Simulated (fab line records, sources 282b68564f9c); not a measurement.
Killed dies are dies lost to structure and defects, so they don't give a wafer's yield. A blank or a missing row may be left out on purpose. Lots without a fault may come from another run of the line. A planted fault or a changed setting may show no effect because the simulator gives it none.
One fault seen from 2 desks | flow rit_cmos | each desk has only its own numbers; what lay behind them comes last

THE TOOL OWNER'S DESK: litho_track-01
The tool's own readings at RIT_PLDD_SOFTBAKE_02 (time 60 s): means of the sampled wafers that have a number, for each lot that ran on this tool. A lot is out of limits, marked OUT, if its mean lies more than 4 standard deviations from the usual mean; the brackets give that distance.
Columns: A = heater_power_total_W at RIT_PLDD_SOFTBAKE_02, usual 34.57 W; B = plate_temp_C at RIT_PLDD_SOFTBAKE_02, usual 90.00 C
lot  | first seen here | A               | B
L228 | day 4 00:02     | 34.64           | 90.12
L230 | day 4 14:20     | 34.59           | 90.05
L233 | day 5 00:29     | 32.76 (-39) OUT | 86.52 (-25) OUT
L234 | day 5 15:54     | 32.77 (-38) OUT | 86.66 (-24) OUT
This desk's finding: out of limits on L233, L234; first on L233, day 5 00:29 (heater_power_total_W at RIT_PLDD_SOFTBAKE_02). In limits: L228, L230.

THE METROLOGY DESK
What the gauges read, lot by lot, whatever tool the lot ran on: means of the sampled wafers that have a number. A lot is out of limits, marked OUT, if its mean lies more than 4 standard deviations from the usual mean; the brackets give that distance.
Columns: A = FIELD_OXIDE_LEFT_2_THK at RIT_FOX2_THK_MEAS_91, usual 250 nm
lot  | first seen here | A
L223 | day 2 10:19     | 250
L224 | day 2 15:17     | 249
L226 | day 3 01:36     | 241
L227 | day 3 04:46     | 248
L228 | day 3 12:25     | 258
L229 | day 3 16:20     | 251
L230 | day 3 21:39     | 257
L233 | day 4 11:08     | 256
L234 | day 4 21:40     | 252
L240 | day 6 06:43     | 242
L241 | day 6 17:08     | 251
L243 | day 6 21:37     | 258
L244 | day 6 21:49     | 248
L245 | day 7 08:17     | 249
This desk's finding: nothing out of limits on any of the 14 lots.

PUT TOGETHER
The tool owner's desk could have raised an alarm at day 5 00:29, on L233, L234.
The metrology desk saw nothing out of limits.
The metrology desk has L233, L234 on record, within its limits.
Of the lots named, all ran RIT_PLDD_SOFTBAKE_02 on litho_track-01.

WHAT THE SIMULATOR HAD PUT IN
Process parameter drift: litho_track-01, from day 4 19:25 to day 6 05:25, at RIT_PLDD_SOFTBAKE_02. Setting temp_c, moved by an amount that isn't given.
Lots struck among those shown: L233, L234.
Hours from the fault's start to each desk's first reading out of limits: the tool owner's desk, 5.
